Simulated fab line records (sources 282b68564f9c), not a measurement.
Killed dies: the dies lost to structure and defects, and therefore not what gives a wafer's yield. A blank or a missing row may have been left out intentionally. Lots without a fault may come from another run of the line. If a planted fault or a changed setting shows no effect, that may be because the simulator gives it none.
A struck lot beside a sound one / flow ritCmos / 28 out of 202 route steps
Sound: the wafers L464.1, L464.2, L464.6. Wafers L470.4, L470.5, L470.6 were the ones struck. The cause is given at the end.
Each step with rows lists, per side, the tool, then ch with its chambers, then its first start. Under that, the readings that differ: sound wafers / struck wafers / difference of the means / sigmas: that difference in standard deviations of wafers without a fault.
alike: readings whose means differ by less than 2 such deviations, and words and numbers that are the same on both sides. not compared: withheld readings, readings that some wafer has no value for, bounds like >300 that may hide the same value, and numbers for which the record gives no deviation and whose values overlap.
The two part at a step that has a row with sigmas, a row that says differs or no value, or rows on one side only. Numbers that have no deviation but don't overlap get no sigmas and don't part them. Lack of a reading on every wafer of one side parts them only where that side has two or more wafers.

RIT_ACTIVE_BOW_MEAS_00:
  sound: filmMetro-02 at day 1 20:00; struck: filmMetro-01 at day 3 02:04
  alike: INCOMING_BOW
RIT_ACTIVE_OXIDATION_01: target thk 46.8 nm, ox time 3360 s.
  sound on furnace-04 ch 0, day 1 20:31; struck on furnace-04 ch 0, day 3 03:32
reading=spikeTcCentreC (C); sound=1001.6 1001.4 1002.7; struck=1016.1 1017.1 1017.5; difference=+15.0; sigmas=+15
reading=spikeTcLoadC (C); sound=1027.3 1028.8 1029.2; struck=1043.8 1043.9 1044.8; difference=+15.7; sigmas=+12
reading=spikeTcSourceC (C); sound=1025.4 1024.9 1023.4; struck=1038.4 1038.7 1039.6; difference=+14.3; sigmas=+10
reading=tubeCenterTempC (C); sound=1000.2 1000 1000; struck=1014.9 1015.1 1015; difference=+14.9; sigmas=+99 or more
reading=tube_center_temp_C_max; sound=1003.5 1003.6 1003.1; struck=1017.8 1018.1 1017.4; difference=+14.4; sigmas=+33
reading=zonePowerSourcePct (%); sound=34.6 34.5 34.7; struck=35.4 36.0 35.9; difference=+1.2; sigmas=+2
reading=model.SiO2_of_ACTIVE_OXIDATION_01.thkNm (nm); sound=45.99 46.22 46.05; struck=54.61 54.51 55.04; difference=+8.63; sigmas=
  alike: zonePowerLoadPct
RIT_ACTIVE_THK_MEAS_02:
  sound: filmMetro-01 at day 1 22:26; struck: filmMetro-01 at day 3 05:29
reading=ACTIVE_OXIDE_THK (nm); sound=46.0 46.2 46.0; struck=54.7 54.5 55.0; difference=+8.7; sigmas=+9
then, 1 step without rows for these wafers: RIT_ACTIVE_CVD_03 (deposits Si3N4 from SiH2Cl2/NH3, target thk 150 nm, time 1500 s).
RIT_ACTIVE_THK_MEAS_04:
  sound: filmMetro-04 at day 1 23:55; struck: filmMetro-04 at day 3 07:40
  alike: ACTIVE_NITRIDE_THK
then, 6 steps without rows for these wafers: RIT_ACTIVE_HMDS_05 (prime time 60 s); RIT_ACTIVE_COAT_06 (resist thk 995 nm); RIT_ACTIVE_SOFTBAKE_07 (time 60 s); RIT_ACTIVE_EXPOSE_08 (exposes mask M1, target cd 1400 nm); RIT_ACTIVE_PEB_09; RIT_ACTIVE_DEVELOP_10 (develop time 50 s).
RIT_ACTIVE_CD_MEAS_11: target cd 1400 nm.
  sound: cdSem-01 at day 2 00:50; struck: cdSem-02 at day 3 08:44
  alike: cdNm
then, 1 step without rows for these wafers: RIT_ACTIVE_HARDBAKE_12 (time 60 s).
RIT_ACTIVE_ETCH_13: etches Si3N4 in SF6, stops on SiO2, time 210 s, target depth 210 nm.
  sound on rieDiel-03 ch 0,1,2, day 2 01:06; struck on rieDiel-01 ch 0,1,2, day 3 08:57
  alike: drypumpMotorCurrentA, oesProductAu, throttleValvePct
  not compared: rfHoursCounterH
RIT_ACTIVE_STRIP_14: strips in O2, time 180 s.
  sound on plasmaAsher-01 ch 0,1, day 2 01:14; struck on plasmaAsher-02 ch 0,1, day 3 09:08
  alike: drypumpMotorCurrentA
  not compared: rfHoursCounterH
RIT_ACTIVE_CD_MEAS_90: target cd 1400 nm.
  sound: cdSem-01 at day 2 01:24; struck: cdSem-01 at day 3 09:19
  alike: cdNm
then, 4 steps without rows for these wafers: RIT_ACTIVE_CLEAN_15 (cleans in SC1, time 589 s); RIT_ACTIVE_CLEAN_16 (cleans in dHF, time 30 s); RIT_ACTIVE_CLEAN_17 (cleans in SC2, time 600 s); RIT_FOX1_OXIDATION_00 (target thk 350.7 nm, ox time 1130 s).
RIT_FOX1_THK_MEAS_01:
  sound: filmMetro-02 at day 2 03:37; struck: filmMetro-01 at day 3 12:08
  alike: FOX1_OXIDE_THK
then, 2 steps without rows for these wafers: RIT_FOX1_WET_ETCH_02 (etches SiO2 in BOE, target depth 350 nm, time 390 s); RIT_FOX2_OXIDATION_00 (target thk 350.7 nm, ox time 1130 s).
RIT_FOX2_THK_MEAS_01:
  sound: filmMetro-03 at day 2 05:07; struck: filmMetro-02 at day 3 13:37
  alike: FOX2_OXIDE_THK
then, 1 step without rows for these wafers: RIT_FOX2_CLEAN_02 (cleans in dHF, time 180 s).
RIT_FOX2_WET_ETCH_03: etches Si3N4 in H3PO4, target depth 195 nm, time 2700 s.
  sound on wetBench-02 ch 1, day 2 05:14; struck on wetBench-03 ch 0, day 3 13:42
reading=model.SiO2_of_ACTIVE_OXIDATION_01.thkNm (nm); sound=40.7 39.53 40.56; struck=48.64 47.87 47.66; difference=+7.79; sigmas=
RIT_FOX2_THK_MEAS_90:
  sound: filmMetro-03 at day 2 05:59; struck: filmMetro-04 at day 3 14:29
  alike: FIELD_OXIDE_LEFT_1_THK
RIT_M1_PROBE_99:
  sound: prober-01 at day 4 01:55; struck: prober-01 at day 5 07:33
reading=model.etest.nldd.widthNm (nm); sound=3173 3168 3186; struck=3089 3073 3064; difference=-100; sigmas=
reading=model.etest.pldd.widthNm (nm); sound=3175 3150 3173; struck=3080 3058 3065; difference=-98; sigmas=
reading=model.etest.nplusSal.widthNm (nm); sound=3438 3424 3414; struck=3387 3373 3360; difference=-52; sigmas=
reading=model.etest.pplusSal.widthNm (nm); sound=3458 3451 3446; struck=3367 3380 3356; difference=-84; sigmas=
reading=model.etest.nmosNarrow.driveUaUm; sound=243.2 239.6 234; struck=219.6 219.7 214.4; difference=-21.0; sigmas=
reading=model.etest.pmosNarrow.driveUaUm; sound=108.3 104.8 105.9; struck=100.6 99.83 99.03; difference=-6.5; sigmas=
  alike: killed_at_M0_to_M3, killedAtContacts, killedAtFrontEnd, killedDies, killedOpen, killedShort

WHERE THEY PART
Earliest at RIT_ACTIVE_OXIDATION_01; latest, in this record, at RIT_ACTIVE_THK_MEAS_02. Later steps at which nothing parts them and some readings are alike: RIT_ACTIVE_THK_MEAS_04, RIT_ACTIVE_CD_MEAS_11, RIT_ACTIVE_ETCH_13, RIT_ACTIVE_STRIP_14, RIT_ACTIVE_CD_MEAS_90, RIT_FOX1_THK_MEAS_01, RIT_FOX2_THK_MEAS_01, RIT_FOX2_THK_MEAS_90, RIT_M1_PROBE_99.

WHY: whatever the simulator had introduced
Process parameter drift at RIT_ACTIVE_OXIDATION_01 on furnace-04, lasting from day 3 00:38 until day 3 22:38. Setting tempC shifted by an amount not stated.
